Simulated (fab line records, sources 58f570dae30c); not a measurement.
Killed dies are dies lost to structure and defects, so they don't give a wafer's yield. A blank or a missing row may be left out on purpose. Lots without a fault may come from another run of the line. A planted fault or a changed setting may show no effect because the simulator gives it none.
Chamber matching | flow berkeley_cmos170 | UCB170_ACTIVE_ETCH_15 on rie_diel-01: 4 sister chambers
The step etches Si3N4 in CH3F/Ar/O2, stops on SiO2, target depth 242 nm, time 151 s. 4 wafers are shown with their chamber, then 9 later ones without.

WAFERS WITH THEIR CHAMBER
wafer  | chamber | throttle_valve_pct (%)
L946.5 | 0       | 8.10
L949.6 | 2       | 8.08
L959.1 | 1       | 8.18
L959.6 | 3       | 8.09

WAFERS WITHOUT THEIR CHAMBER
wafer  | throttle_valve_pct (%)
L960.1 | 8.10
L960.3 | 8.11
L960.4 | 8.19
L961.2 | 8.10
L961.3 | 8.21
L961.5 | 8.09
L965.3 | 8.09
L965.4 | 8.09
L965.6 | 8.20

WHICH CHAMBER EACH WENT THROUGH
wafer  | from the rows above          | in truth
L960.1 | can't be placed: 0 or 3 or 2 | 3
L960.3 | can't be placed: 0 or 3 or 2 | 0
L960.4 | 1                            | 1
L961.2 | can't be placed: 0 or 3 or 2 | 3
L961.3 | 1                            | 1
L961.5 | can't be placed: 3 or 0 or 2 | 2
L965.3 | can't be placed: 3 or 0 or 2 | 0
L965.4 | can't be placed: 3 or 0 or 2 | 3
L965.6 | 1                            | 1
Placed correctly: 3 of 9. Can't be placed from these rows: 6 (the true chamber is among the candidates in 6). Placed wrongly: 0.
How it was worked out, from the rows above alone: a wafer's distance from a chamber is the root of the sum, over the readings, of the square of ((its reading less the chamber's mean) divided by the reading's scatter). The wafer belongs to the nearest chamber; if the next one is less than 2 further off, it can't be placed. A chamber's mean is the mean of its shown wafers. The scatter: with one shown wafer a chamber, the root of the mean of the squares of how far each hidden wafer lies from its nearest shown one.
